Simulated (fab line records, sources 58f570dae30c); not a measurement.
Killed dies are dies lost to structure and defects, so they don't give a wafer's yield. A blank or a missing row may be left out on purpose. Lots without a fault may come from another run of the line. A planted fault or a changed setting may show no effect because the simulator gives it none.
Which tool did it? | flow berkeley_cmos170 | 14 lots, 42 wafers sampled, at 3 steps of a route of 331

WHAT THE GAUGES READ, wafer by wafer
UCB170_V2_THK_MEAS_04. Usual: V2_POLISHED_THK 1000.4 nm, standard deviation 1.1.
lot  | measured     | on            | V2_POLISHED_THK (nm) | flag
L822 | day 9 07:56  | film_metro-03 | 998.1 1000.1 1001.3  |
L823 | day 9 06:40  | film_metro-03 | 1000.3 998.5 999.7   |
L824 | day 9 14:11  | film_metro-02 | 997.6 997.8 997.5    |
L825 | day 9 17:59  | film_metro-04 | 999.5 1000.4 999.4   |
L830 | day 10 15:48 | film_metro-02 | 1002.2 999.9 1000.4  |
L831 | day 10 18:46 | film_metro-02 | 999.9 1000.1 1002.1  |
L834 | day 11 11:35 | film_metro-03 | 1000.2 1001.6 1000.9 |
L835 | day 11 12:57 | film_metro-03 | 1000.3 1002.0 1000.1 |
L836 | day 11 14:41 | film_metro-03 | 999.4 1000.3 1001.0  |
L839 | day 11 15:52 | film_metro-02 | 1001.3 1001.0 1001.0 |
L837 | day 12 00:33 | film_metro-02 | 1001.2 1002.2 1001.6 |
L840 | day 12 00:30 | film_metro-03 | 1000.7 999.4 1000.3  |
L841 | day 12 05:23 | film_metro-04 | 1001.1 1001.0 1002.4 |
L845 | day 13 07:38 | film_metro-04 | 998.9 999.8 999.8    |

UCB170_V2_CD_MEAS_90: target cd 700 nm. Usual: cd_nm 700.1 nm, standard deviation 1.5.
lot  | measured     | on        | cd_nm (nm)        | flag
L822 | day 9 10:39  | cd_sem-01 | 698.0 700.3 699.5 |
L823 | day 9 09:35  | cd_sem-01 | 700.3 700.7 700.3 |
L824 | day 9 18:23  | cd_sem-01 | 701.2 699.4 700.1 |
L825 | day 9 21:32  | cd_sem-02 | 699.4 699.8 698.3 |
L830 | day 10 18:53 | cd_sem-02 | 698.5 697.9 698.2 |
L831 | day 10 20:32 | cd_sem-02 | 699.6 698.5 701.1 |
L834 | day 11 13:57 | cd_sem-02 | 699.2 699.3 698.6 |
L835 | day 11 14:46 | cd_sem-01 | 697.8 698.2 697.0 |
L836 | day 11 16:25 | cd_sem-02 | 701.1 700.2 702.1 |
L839 | day 11 17:43 | cd_sem-02 | 699.2 701.4 700.9 |
L837 | day 12 02:16 | cd_sem-01 | 701.7 701.8 704.0 |
L840 | day 12 02:02 | cd_sem-01 | 700.1 700.0 702.3 |
L841 | day 12 07:03 | cd_sem-01 | 699.9 700.6 699.3 |
L845 | day 13 09:51 | cd_sem-01 | 697.8 698.6 699.0 |

WHICH TOOL RAN EACH LOT (tool, then ch and the chambers of the sampled wafers, then the start)
lot  | UCB170_PSD_STRIP_09
L822 | plasma_asher-04 ch 0,1, day 8 09:10
L823 | plasma_asher-02 ch 0,1, day 8 09:28
L824 | plasma_asher-02 ch 0, day 8 16:04
L825 | plasma_asher-04 ch 0,1, day 8 16:21
L830 | plasma_asher-02 ch 0,1, day 9 14:52
L831 | plasma_asher-02 ch 0,1, day 9 15:47
L834 | plasma_asher-04 ch 0,1, day 10 14:09
L835 | plasma_asher-03 ch 1, day 10 14:32
L836 | plasma_asher-04 ch 0,1, day 10 14:43
L839 | plasma_asher-04 ch 0,1, day 10 19:03
L837 | plasma_asher-03 ch 0,1, day 11 01:04
L840 | plasma_asher-04 ch 0,1, day 11 01:20
L841 | plasma_asher-03 ch 0,1, day 11 10:25
L845 | plasma_asher-04 ch 0,1, day 12 09:37
- UCB170_PSD_STRIP_09: strips in O2.

WHAT THE TOOLS THEMSELVES READ (means of the sampled wafers that have a number; where no wafer has one, the mark that the record gives instead)
UCB170_PSD_STRIP_09. Usual: drypump_motor_current_A 5.5 A, standard deviation 0.49; oes_product_au 0.600 a.u., standard deviation 0.0046; strip_time_to_endpoint_s 29.38 s, standard deviation 0.089.
lot  | tool            | drypump_motor_current_A (A) | oes_product_au (a.u.) | strip_time_to_endpoint_s (s) | flag
L822 | plasma_asher-04 | 5.5                         | 0.601                 | 29.39                        |
L823 | plasma_asher-02 | 5.2                         | 0.602                 | 29.31                        |
L824 | plasma_asher-02 | 4.9                         | 0.602                 | 29.25                        |
L825 | plasma_asher-04 | 5.4                         | 0.605                 | 29.46                        |
L830 | plasma_asher-02 | 5.4                         | 0.603                 | 29.49                        |
L831 | plasma_asher-02 | 5.4                         | 0.602                 | 29.48                        |
L834 | plasma_asher-04 | 5.6                         | 0.602                 | 29.30                        |
L835 | plasma_asher-03 | 5.4                         | 0.594                 | 29.52                        |
L836 | plasma_asher-04 | 5.3                         | 0.597                 | 29.28                        |
L839 | plasma_asher-04 | 5.6                         | 0.603                 | 29.29                        |
L837 | plasma_asher-03 | 6.2                         | 0.597                 | 29.42                        |
L840 | plasma_asher-04 | 5.3                         | 0.601                 | 29.36                        |
L841 | plasma_asher-03 | 6.3                         | 0.604                 | 29.38                        |
L845 | plasma_asher-04 | 5.3                         | 0.594                 | 29.31                        |

THE ANSWER, worked out from the rows above alone
Rule: a lot is off if the mean of its wafers that have a number lies more than 3 standard deviations from the usual mean. A lot without any number at a reading at which 4 lots or more have one is off too. The other lots that the step has rows for count as sound. The gauges are gone through in route order, then the tools' own readings, and for those a lot's mean is taken as printed above. The first step at which some lot is off is used, and at that step the reading that is off furthest; a lot without a number counts as furthest.
No lot is off at any reading shown: from this, nothing can be told.

WHAT THE SIMULATOR HAD PUT IN
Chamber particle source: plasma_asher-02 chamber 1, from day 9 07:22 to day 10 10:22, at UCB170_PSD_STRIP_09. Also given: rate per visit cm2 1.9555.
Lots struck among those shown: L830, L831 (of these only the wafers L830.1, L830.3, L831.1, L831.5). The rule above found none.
